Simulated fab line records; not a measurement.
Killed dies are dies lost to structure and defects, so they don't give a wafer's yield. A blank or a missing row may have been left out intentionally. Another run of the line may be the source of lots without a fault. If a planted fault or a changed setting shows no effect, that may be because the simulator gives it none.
A struck lot beside a sound one ; flow berkeley cmos170 ; 14 steps out of a route of 331
Sound: wafers L268.3, L268.4, L268.6. The struck wafers were L256.1, L256.2, L256.5. The cause is named last.
Per side, at each step with rows, come the tool, then ch with its chambers, and then its first start. Under that, the readings that differ: sound wafers ; struck wafers ; difference of the means ; sigmas: that difference in standard deviations of wafers without a fault.
alike: readings with means less than 2 such deviations apart, plus words and numbers identical on both sides. not compared: withheld readings, readings lacking a value on some wafer, bounds such as >300 that could conceal the same value, and numbers that have no deviation in the record and whose values overlap.
Wherever a step has rows on one side only, a row that says differs or no value, or a row with sigmas, the two part there. When numbers do not overlap yet have no deviation, they are printed without sigmas and do not part them. A reading missing from all wafers of one side parts the sides only when that side holds two or more wafers.

first, 4 steps without rows for these wafers: UCB170_NVT_SOFTBAKE_02 (time 60 s); UCB170_NVT_EXPOSE_03 (exposes mask PWELL, target cd 3000 nm); UCB170_NVT_PEB_04; UCB170_NVT_DEVELOP_05 (develop time 45 s).
UCB170_NVT_OVL_MEAS_06:
  sound on overlay-02, day 10 08:29; struck on overlay-02, day 7 10:44
  alike: NVT_OVL
after that, 1 step had no rows for these wafers: UCB170_NVT_IMPLANT_07.
UCB170_NVT_STRIP_08: strips in O2.
  sound on plasma asher-04 ch 0,1, day 10 08:41; struck on plasma asher-04 ch 0,1, day 7 10:56
  alike: drypump motor current A, oes product au, strip time to endpoint s
  not compared: rf hours counter h
UCB170_NVT_TW_MEAS_09:
  sound on film metro-03, day 10 08:47; struck on film metro-01, day 7 11:02
  alike: NVT_TW
then, 4 steps without rows for these wafers: UCB170_NVT_CLEAN_10 (cleans in SPM, time 600 s); UCB170_PVT_HMDS_00 (prime time 60 s); UCB170_PVT_COAT_01 (resist thk 900 nm); UCB170_PVT_SOFTBAKE_02 (time 60 s).
UCB170_PVT_EXPOSE_03: exposes mask NWELL, target cd 3000 nm.
  sound on krf scanner-01 ch 0, day 10 10:41; struck on krf scanner-02, day 7 11:51
  no value came back on the struck wafers for exposure dose mJ cm2, focus offset nm (nm), na; on the sound wafers exposure dose mJ cm2 reads 29.974 30.032 30.028
  alike: mask
after that, 1 step had no rows for these wafers: UCB170_PVT_PEB_04.

WHERE THEY PART
UCB170_PVT_EXPOSE_03 only, going by this record.

WHY: whatever the simulator had introduced
At UCB170_PVT_EXPOSE_03, the step was skipped entirely on krf scanner-02 from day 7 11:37 on. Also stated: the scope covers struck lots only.
